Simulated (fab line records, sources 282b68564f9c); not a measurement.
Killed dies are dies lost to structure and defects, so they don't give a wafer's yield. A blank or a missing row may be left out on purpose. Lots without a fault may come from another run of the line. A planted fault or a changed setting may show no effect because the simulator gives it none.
Problem report in the 8D (eight disciplines) form, filled by code | flow rit_cmos | the parts of the form that need people (team, actions taken, sign-off) are left out

1. THE PROBLEM
cd_nm at RIT_ACTIVE_CD_MEAS_11 reads a mean of 1681.4 nm on 6 wafers of 2 lots; wafers without a fault read 1400.1 nm with a standard deviation of 2.4. That is +99 or more standard deviations from the usual mean.
The step: target cd 1400 nm.
First seen on wafer L899.2, day 4 14:04, on cd_sem-02. The record holds 42 wafers of 14 lots with a number at this step. Rule for "out", or "out of limits": more than 4 standard deviations from the usual mean. The other wafers with a number count as sound.

2. WHAT IT IS AND WHAT IT IS NOT
question                    | is                     | is not
which readings at this step | cd_nm                  | -
which lots                  | L899, L903             | L885, L886, L887, L889, L891, L892, L893, L894, L896, L898, L902, L908
which wafers of those lots  | all that have a number | -
read on which gauges        | cd_sem-02              | cd_sem-01
when                        | from day 4 14:04       | up to then (30 sound wafers); but 6 sound wafers of L902, L908 came after

3. SUSPECTS, AND WHAT RULES EACH OUT
Counting: a tool at a process step up to the reading stays a suspect if it ran every lot that is out and no sound lot after the first of them.
- the gauge at RIT_ACTIVE_CD_MEAS_11: kept. All the wafers that are out were read on cd_sem-02, and no step on other tools shows them out.
- litho_track-01 at RIT_ACTIVE_DEVELOP_10 (develop time 50 s): kept. It ran every lot that is out, first L899 (day 4 13:00), and no sound lot after that; its last sound lot up to then is L898 (day 4 07:00).
Left after counting: litho_track-01 at RIT_ACTIVE_DEVELOP_10, cd_sem-02 at RIT_ACTIVE_CD_MEAS_11.

4. THE CAUSE (what the simulator had put in)
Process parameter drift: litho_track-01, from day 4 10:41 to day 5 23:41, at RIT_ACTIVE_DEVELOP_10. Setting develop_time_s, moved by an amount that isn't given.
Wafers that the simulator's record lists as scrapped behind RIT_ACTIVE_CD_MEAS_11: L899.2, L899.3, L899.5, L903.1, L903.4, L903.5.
Counting left 2 suspects, and this tool is among them.

5. THE CHAIN OF EFFECTS, in route order
Each row: a reading whose mean over the struck wafers that have a number lies more than 3 standard deviations from the usual. Only readings for which the record gives a usual standard deviation are gone through. hours: the time from each lot's start at the first step in this table that gives one to its start at this step, as a median over the lots. sigmas: the change in usual standard deviations.
hours | step                  | reading | usual     | on struck wafers | change | sigmas
0     | RIT_ACTIVE_CD_MEAS_11 | cd_nm   | 1400.1 nm | 1681.4           | +281.3 | +99 or more

6. WHAT WOULD HAVE CAUGHT IT SOONER
In this record the first reading out of limits at a measuring or inspecting step was taken at day 4 14:04, 3 hours after the fault began at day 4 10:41.
Of the tool readings at RIT_ACTIVE_DEVELOP_10 for which the record gives a usual standard deviation, none was out on any struck wafer, so an alarm limit of 4 standard deviations on them would not have fired.
Of the lots that are out (2), L903 began RIT_ACTIVE_DEVELOP_10 on litho_track-01 after day 4 14:04. A hold on the tool at that time would have spared it.
